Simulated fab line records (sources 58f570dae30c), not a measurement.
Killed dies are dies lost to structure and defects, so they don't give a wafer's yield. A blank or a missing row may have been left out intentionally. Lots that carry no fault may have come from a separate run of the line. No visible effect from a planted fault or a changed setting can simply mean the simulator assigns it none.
Comparing a struck lot with a sound one || flow berkeley-cmos170 || 16 steps out of a route of 331
Sound: these wafers, L967.2, L967.4, L967.5. Wafers struck: L975.3, L975.4, L975.6. Last of all comes the cause.
At each step with rows: each side's tool, then ch and its chambers, then its first start. Under that, the readings that differ: sound wafers || struck wafers || difference of the means || sigmas: that difference in standard deviations of wafers without a fault.
alike: same words and numbers on both sides, and readings whose means sit less than 2 such deviations apart. not compared: any withheld reading, any reading some wafer has no value for, any bound like >300 that may hide the same value, and any number with overlapping values for which the record gives no deviation.
The two part at a step that has a row with sigmas, a row that says differs or no value, or rows on one side only. Numbers that have no deviation but don't overlap get no sigmas and don't part them. A reading that every wafer of one side lacks parts them only if that side has two wafers or more.

UCB170_PWELL_THK_MEAS_03:
  sound on film-metro-01, day 3 18:47; struck on film-metro-04, day 5 15:35
  alike: PWELL_OXIDE_THK
then, 2 steps without rows for these wafers: UCB170_PWELL_ANNEAL_04 (time 900 s); UCB170_PWELL_CVD_05 (deposits Si3N4 from SiH2Cl2/NH3, target thk 220 nm, time 3300 s).
UCB170_PWELL_THK_MEAS_06:
  sound on film-metro-04, day 4 02:55; struck on film-metro-01, day 6 00:56
{"reading": "PWELL_NITRIDE_THK (nm)", "sound": "221.5 220.7 222.2", "struck": "213.9 216.0 215.2", "difference": -6.4, "sigmas": -3}
then, 6 steps without rows for these wafers: UCB170_PWELL_HMDS_07 (prime time 60 s); UCB170_PWELL_COAT_08 (resist thk 900 nm); UCB170_PWELL_SOFTBAKE_09 (time 60 s); UCB170_PWELL_EXPOSE_10 (exposes mask PWELL, target cd 3000 nm); UCB170_PWELL_PEB_11; UCB170_PWELL_DEVELOP_12 (develop time 45 s).
UCB170_PWELL_OVL_MEAS_13:
  sound on overlay-02, day 4 04:37; struck on overlay-01, day 6 02:02
{"reading": "PWELL_OVL (nm)", "sound": "6 7 -3", "struck": "-6 -11 -6", "difference": -11, "sigmas": -2}
UCB170_PWELL_ETCH_14: etches Si3N4 in CH3F/Ar/O2, stops on SiO2, target depth 242 nm, time 151 s.
  sound on rie-diel-01 ch 0,1,2, day 4 04:39; struck on rie-diel-04 ch 0,1,2, day 6 02:04
  alike: drypump-motor-current-A, oes-product-au, throttle-valve-pct
  not compared: rf-hours-counter-h
UCB170_PWELL_IMPLANT_15:
  sound on implanter-01 ch 0, day 4 04:47; struck on implanter-03 ch 0, day 6 02:13
{"reading": "implant-ion-amu", "sound": "11 11 11", "struck": "49 49 49", "difference": "+38", "sigmas": ""}
{"reading": "model.implant.rp-nm (nm)", "sound": "185.6 185.6 185.6", "struck": "44.86 44.86 44.86", "difference": -140.74, "sigmas": ""}
{"reading": "model.implant.drp-nm (nm)", "sound": "64.7 64.7 64.7", "struck": "21.23 21.23 21.23", "difference": -43.47, "sigmas": ""}
UCB170_PWELL_STRIP_16: strips in O2.
  sound on plasma-asher-03 ch 0, day 4 04:54; struck on plasma-asher-01 ch 0,1, day 6 02:20
  alike: drypump-motor-current-A, o2-flow-sccm, oes-product-au, strip-time-to-endpoint-s
  not compared: rf-hours-counter-h
UCB170_PWELL_TW_MEAS_17:
  sound on film-metro-01, day 4 05:03; struck on film-metro-01, day 6 02:26
{"reading": "PWELL_TW", "sound": "381 382 382", "struck": "645 651 646", "difference": "+266", "sigmas": "+78"}
then, 1 step without rows for these wafers: UCB170_PWELL_CLEAN_18 (cleans in SPM, time 600 s).

## WHERE THEY PART
At UCB170_PWELL_THK_MEAS_06 first; at UCB170_PWELL_TW_MEAS_17 last (within this record only).

WHY: whatever the simulator had introduced
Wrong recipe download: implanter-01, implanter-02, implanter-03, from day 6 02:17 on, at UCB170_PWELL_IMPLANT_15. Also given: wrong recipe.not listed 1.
